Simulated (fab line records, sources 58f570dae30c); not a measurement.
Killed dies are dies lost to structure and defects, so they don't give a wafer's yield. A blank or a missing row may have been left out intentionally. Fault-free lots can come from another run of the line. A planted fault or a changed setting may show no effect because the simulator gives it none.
Split-lot experiment || flow berkeley_cmos170 || 5 lots, 23 wafers read, on a route of 331 steps

## ON THE SPLIT
At UCB170_M1_METAL_ETCH_12 (etches Al in Cl2/BCl3, stops on PSG, target depth 780 nm, time 130 s), the setting time_s was moved away from the recipe's 130 s on 6 of the 23 wafers read, by -11.4% to +14.2%. This setting was run at the recipe's value on the other wafers.

Reading taken at the split's own step.

## THE READING
KrF_of_M1_COAT_04.thk_nm (the simulator's own value, which no gauge read), in nm, at UCB170_M1_METAL_ETCH_12 (etches Al in Cl2/BCl3, stops on PSG, target depth 780 nm, time 130 s). The file does not state a usual value for it. Here, 17 wafers ran the recipe; their average is 450.2 nm with a standard deviation of 18 nm.

{"wafer": "L075.1", "tool, chamber at the split": "rie_metal-04, 0", "time_s as run, s": 130, "against the recipe": "recipe", "KrF_of_M1_COAT_04.thk_nm, nm": 439.7, "against lot-mates on the recipe": "-"}
{"wafer": "L075.2", "tool, chamber at the split": "rie_metal-04, 1", "time_s as run, s": 130, "against the recipe": "recipe", "KrF_of_M1_COAT_04.thk_nm, nm": 482, "against lot-mates on the recipe": "-"}
{"wafer": "L075.3", "tool, chamber at the split": "rie_metal-04, 1", "time_s as run, s": 130, "against the recipe": "recipe", "KrF_of_M1_COAT_04.thk_nm, nm": 478.3, "against lot-mates on the recipe": "-"}
{"wafer": "L075.5", "tool, chamber at the split": "rie_metal-04, 0", "time_s as run, s": 130, "against the recipe": "recipe", "KrF_of_M1_COAT_04.thk_nm, nm": 447, "against lot-mates on the recipe": "-"}
{"wafer": "L075.6", "tool, chamber at the split": "rie_metal-04, 1", "time_s as run, s": 130, "against the recipe": "recipe", "KrF_of_M1_COAT_04.thk_nm, nm": 479.6, "against lot-mates on the recipe": "-"}
{"wafer": "L074.1", "tool, chamber at the split": "rie_metal-01, 0", "time_s as run, s": 130, "against the recipe": "recipe", "KrF_of_M1_COAT_04.thk_nm, nm": 442.9, "against lot-mates on the recipe": "-"}
{"wafer": "L074.3", "tool, chamber at the split": "rie_metal-01, 0", "time_s as run, s": 130, "against the recipe": "recipe", "KrF_of_M1_COAT_04.thk_nm, nm": 442.4, "against lot-mates on the recipe": "-"}
{"wafer": "L074.6", "tool, chamber at the split": "rie_metal-01, 0", "time_s as run, s": 130, "against the recipe": "recipe", "KrF_of_M1_COAT_04.thk_nm, nm": 441.2, "against lot-mates on the recipe": "-"}
{"wafer": "L080.1", "tool, chamber at the split": "rie_metal-01, 1", "time_s as run, s": 148.5, "against the recipe": "+14.2%", "KrF_of_M1_COAT_04.thk_nm, nm": 381.1, "against lot-mates on the recipe": -65.3}
{"wafer": "L080.2", "tool, chamber at the split": "rie_metal-01, 0", "time_s as run, s": 130, "against the recipe": "recipe", "KrF_of_M1_COAT_04.thk_nm, nm": 447.9, "against lot-mates on the recipe": "-"}
{"wafer": "L080.3", "tool, chamber at the split": "rie_metal-01, 0", "time_s as run, s": 130, "against the recipe": "recipe", "KrF_of_M1_COAT_04.thk_nm, nm": 445.5, "against lot-mates on the recipe": "-"}
{"wafer": "L080.4", "tool, chamber at the split": "rie_metal-01, 1", "time_s as run, s": 148.5, "against the recipe": "+14.2%", "KrF_of_M1_COAT_04.thk_nm, nm": 373.7, "against lot-mates on the recipe": -72.7}
{"wafer": "L080.6", "tool, chamber at the split": "rie_metal-01, 0", "time_s as run, s": 130, "against the recipe": "recipe", "KrF_of_M1_COAT_04.thk_nm, nm": 445.8, "against lot-mates on the recipe": "-"}
{"wafer": "L082.1", "tool, chamber at the split": "rie_metal-04, 1", "time_s as run, s": 130, "against the recipe": "recipe", "KrF_of_M1_COAT_04.thk_nm, nm": 432.6, "against lot-mates on the recipe": "-"}
{"wafer": "L082.2", "tool, chamber at the split": "rie_metal-04, 0", "time_s as run, s": 140.9, "against the recipe": "+8.4%", "KrF_of_M1_COAT_04.thk_nm, nm": 409.8, "against lot-mates on the recipe": -47.9}
{"wafer": "L082.3", "tool, chamber at the split": "rie_metal-04, 1", "time_s as run, s": 140.9, "against the recipe": "+8.4%", "KrF_of_M1_COAT_04.thk_nm, nm": 426.2, "against lot-mates on the recipe": -31.5}
{"wafer": "L082.4", "tool, chamber at the split": "rie_metal-04, 0", "time_s as run, s": 130, "against the recipe": "recipe", "KrF_of_M1_COAT_04.thk_nm, nm": 468, "against lot-mates on the recipe": "-"}
{"wafer": "L082.6", "tool, chamber at the split": "rie_metal-04, 0", "time_s as run, s": 130, "against the recipe": "recipe", "KrF_of_M1_COAT_04.thk_nm, nm": 472.5, "against lot-mates on the recipe": "-"}
{"wafer": "L081.1", "tool, chamber at the split": "rie_metal-02, 1", "time_s as run, s": 115.2, "against the recipe": "-11.4%", "KrF_of_M1_COAT_04.thk_nm, nm": 488.9, "against lot-mates on the recipe": "+59.8"}
{"wafer": "L081.2", "tool, chamber at the split": "rie_metal-02, 0", "time_s as run, s": 115.2, "against the recipe": "-11.4%", "KrF_of_M1_COAT_04.thk_nm, nm": 501.2, "against lot-mates on the recipe": "+72.1"}
{"wafer": "L081.3", "tool, chamber at the split": "rie_metal-02, 1", "time_s as run, s": 130, "against the recipe": "recipe", "KrF_of_M1_COAT_04.thk_nm, nm": 432.2, "against lot-mates on the recipe": "-"}
{"wafer": "L081.4", "tool, chamber at the split": "rie_metal-02, 0", "time_s as run, s": 130, "against the recipe": "recipe", "KrF_of_M1_COAT_04.thk_nm, nm": 435.2, "against lot-mates on the recipe": "-"}
{"wafer": "L081.5", "tool, chamber at the split": "rie_metal-02, 1", "time_s as run, s": 130, "against the recipe": "recipe", "KrF_of_M1_COAT_04.thk_nm, nm": 420, "against lot-mates on the recipe": "-"}

FIT RESULTS
A straight line over all 23 wafers: KrF_of_M1_COAT_04.thk_nm changes by -4.49 nm for each +1% of time_s; r = -0.85; the points scatter about the line by 17 nm.
The same after taking each lot's own level away (the mean of its wafers on the recipe; 23 wafers): -5.17 nm for each +1%; r = -0.93; scatter 12 nm.
On that fit, the largest move of time_s shifts the reading by 74 nm.
Measured against the standard deviation above, the lots' own levels, which go from 429.13 to 465.32 nm, span 2.0 times it.
Hence the slope depends on the lot-to-lot level, as the two fits are not the same.
Check: with one of the wafers moved furthest among these (+14.2%) left out of the fit, the line predicts -74.8 nm for it against its lot-mates. It came out at -65.3 nm against them.

## ADDITIONAL SPLITS CARRIED BY THESE WAFERS
Note: prior to the reading, these wafers also went through further splits. Each is held against what the fit with the lots' levels taken away leaves over:
{"other split on the same wafers": "UCB170_SILICIDE_SPUTTER_01 time_s", "wafers away from the commonest value": 9, "r with KrF_of_M1_COAT_04.thk_nm (lot level and that fit taken away)": "+0.17"}
{"other split on the same wafers": "UCB170_CONTACT_COAT_04 resist_thk_nm", "wafers away from the commonest value": 7, "r with KrF_of_M1_COAT_04.thk_nm (lot level and that fit taken away)": "+0.29"}
{"other split on the same wafers": "UCB170_CONTACT_ETCH_18 time_s", "wafers away from the commonest value": 8, "r with KrF_of_M1_COAT_04.thk_nm (lot level and that fit taken away)": "+0.11"}
{"other split on the same wafers": "UCB170_M1_COAT_04 resist_thk_nm", "wafers away from the commonest value": 8, "r with KrF_of_M1_COAT_04.thk_nm (lot level and that fit taken away)": "+0.59"}

## FILE'S OWN FIT
KrF_of_M1_COAT_04.thk_nm changes by -5.13 nm for each +1% of time_s, r = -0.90.
